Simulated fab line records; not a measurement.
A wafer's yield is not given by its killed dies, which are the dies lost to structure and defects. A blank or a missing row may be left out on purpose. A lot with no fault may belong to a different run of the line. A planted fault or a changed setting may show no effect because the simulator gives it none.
Commonality check across tools + flow berkeley_cmos170 + 14 lots, 42 wafers sampled

== WHAT PROMPTED THE OPENING ==
Of 14 lots, 2 have the reading PSD_TW flagged at UCB170_PSD_TW_MEAS_10. Fault-free wafers read 2332, with a standard deviation of 17.
Rule: a lot is flagged when every wafer of it that has a number lies more than 4 standard deviations from that mean, or none has a number. As for the other lots, they are considered sound.

| lot  | measured     | on            | PSD_TW, wafer by wafer | flag    |
|------|--------------|---------------|------------------------|---------|
| L891 | day 7 01:40  | film_metro-03 | 2343 2317 2325         |         |
| L890 | day 7 01:56  | film_metro-02 | 2370 2367 2354         |         |
| L894 | day 7 07:29  | film_metro-03 | 2322 2335 2330         |         |
| L893 | day 7 07:42  | film_metro-02 | 2354 2362 2355         |         |
| L896 | day 7 11:43  | film_metro-01 | 2307 2313 2305         |         |
| L895 | day 7 12:01  | film_metro-02 | 2338 2343 2352         |         |
| L899 | day 8 11:26  | film_metro-03 | 2320 2334 2307         |         |
| L898 | day 8 11:40  | film_metro-02 | 2334 2352 2332         |         |
| L904 | day 9 05:50  | film_metro-02 | 2881 2874 2873         | FLAGGED |
| L903 | day 9 15:02  | film_metro-01 | 2314 2323 2316         |         |
| L900 | day 9 15:27  | film_metro-01 | 2335 2317 2326         |         |
| L902 | day 9 15:44  | film_metro-03 | 2848 2848 2823         | FLAGGED |
| L909 | day 10 19:23 | film_metro-01 | 2314 2309 2308         |         |
| L913 | day 11 12:00 | film_metro-01 | 2320 2316 2320         |         |
Average over the flagged lots: 2858; offset from the usual +526, equal to +31 standard deviations.

== WHICH TOOL EACH LOT WENT THROUGH ==
3 process steps preceding the reading are held in the record, out of 331 steps in the route. Cell contents, in order: the tool; ch with the chambers the sampled wafers went through; the start.
| lot  | flag    | UCB170_NLDD_STRIP_10                 | UCB170_PSD_IMPLANT_08           | UCB170_PSD_STRIP_09                  |
|------|---------|--------------------------------------|---------------------------------|--------------------------------------|
| L891 |         | plasma_asher-02 ch 0,1, day 6 19:10  | implanter-02 ch 0, day 7 01:25  | plasma_asher-01 ch 0,1, day 7 01:34  |
| L890 |         | plasma_asher-02 ch 0,1, day 6 20:09  | implanter-03 ch 0, day 7 01:41  | plasma_asher-02 ch 0,1, day 7 01:50  |
| L894 |         | plasma_asher-02 ch 0,1, day 7 02:47  | implanter-04 ch 0, day 7 07:14  | plasma_asher-02 ch 1, day 7 07:23    |
| L893 |         | plasma_asher-01 ch 0,1, day 7 03:14  | implanter-02 ch 0, day 7 07:27  | plasma_asher-03 ch 0,1, day 7 07:36  |
| L896 |         | plasma_asher-04 ch 0,1, day 7 05:25  | implanter-04 ch 0, day 7 11:28  | plasma_asher-02 ch 0,1, day 7 11:37  |
| L895 |         | plasma_asher-02 ch 0,1, day 7 05:41  | implanter-02 ch 0, day 7 11:47  | plasma_asher-03 ch 0,1, day 7 11:55  |
| L899 |         | plasma_asher-02 ch 0,1, day 8 03:58  | implanter-04 ch 0, day 8 11:13  | plasma_asher-03 ch 1, day 8 11:20    |
| L898 |         | plasma_asher-01 ch 0,1, day 8 04:31  | implanter-02 ch 0, day 8 11:25  | plasma_asher-01 ch 0,1, day 8 11:34  |
| L904 | FLAGGED | plasma_asher-04 ch 0,1, day 8 18:20  | implanter-02 ch 0, day 9 05:00  | plasma_asher-02 ch 0,1, day 9 05:44  |
| L903 |         | plasma_asher-04 ch 0,1, day 9 08:22  | implanter-03 ch 0, day 9 14:47  | plasma_asher-03 ch 0,1, day 9 14:56  |
| L900 |         | plasma_asher-02 ch 0,1, day 9 09:05  | implanter-03 ch 0, day 9 15:12  | plasma_asher-01 ch 0,1, day 9 15:21  |
| L902 | FLAGGED | plasma_asher-02 ch 0,1, day 9 08:39  | implanter-02 ch 0, day 9 15:04  | plasma_asher-01 ch 0,1, day 9 15:38  |
| L909 |         | plasma_asher-01 ch 0,1, day 10 12:34 | implanter-03 ch 0, day 10 19:09 | plasma_asher-03 ch 0,1, day 10 19:16 |
| L913 |         | plasma_asher-04 ch 1, day 11 05:59   | implanter-03 ch 0, day 11 11:45 | plasma_asher-03 ch 0,1, day 11 11:54 |
These steps, and what they do:
- UCB170_NLDD_STRIP_10: strips in O2.
- UCB170_PSD_IMPLANT_08
- UCB170_PSD_STRIP_09: strips in O2.
- UCB170_PSD_TW_MEAS_10

== FLAGGED OVER TOTAL, TOOL BY TOOL (the gauges that took the reading come last) ==
| step                  | tool            | lots run | flagged | share of the flagged lots | sound lots run after its first flagged lot |
|-----------------------|-----------------|----------|---------|---------------------------|--------------------------------------------|
| UCB170_NLDD_STRIP_10  | plasma_asher-01 | 3        | 0       | none                      | -                                          |
| UCB170_NLDD_STRIP_10  | plasma_asher-02 | 7        | 1       | some                      | 1 (L900)                                   |
| UCB170_NLDD_STRIP_10  | plasma_asher-04 | 4        | 1       | some                      | 2 (L903,L913)                              |
| UCB170_PSD_IMPLANT_08 | implanter-02    | 6        | 2       | all                       | 0                                          |
| UCB170_PSD_IMPLANT_08 | implanter-03    | 5        | 0       | none                      | -                                          |
| UCB170_PSD_IMPLANT_08 | implanter-04    | 3        | 0       | none                      | -                                          |
| UCB170_PSD_STRIP_09   | plasma_asher-01 | 4        | 1       | some                      | 0                                          |
| UCB170_PSD_STRIP_09   | plasma_asher-02 | 4        | 1       | some                      | 0                                          |
| UCB170_PSD_STRIP_09   | plasma_asher-03 | 6        | 0       | none                      | -                                          |
| UCB170_PSD_TW_MEAS_10 | film_metro-01   | 5        | 0       | none                      | -                                          |
| UCB170_PSD_TW_MEAS_10 | film_metro-02   | 5        | 1       | some                      | 0                                          |
| UCB170_PSD_TW_MEAS_10 | film_metro-03   | 4        | 1       | some                      | 0                                          |

== THE TABLE: WHAT IT ALLOWS ==
1 row of the table ran every flagged lot: implanter-02 at UCB170_PSD_IMPLANT_08.
- implanter-02 at UCB170_PSD_IMPLANT_08 ran 6 lots, 2 of them flagged. It ran its last sound lot, L898, at day 8 11:25 and its first flagged lot, L904, at day 9 05:00: a fault with its onset between the two fits.
Just one tool remains: implanter-02 at UCB170_PSD_IMPLANT_08.

== WHAT HAD BEEN PUT IN BY THE SIMULATOR ==
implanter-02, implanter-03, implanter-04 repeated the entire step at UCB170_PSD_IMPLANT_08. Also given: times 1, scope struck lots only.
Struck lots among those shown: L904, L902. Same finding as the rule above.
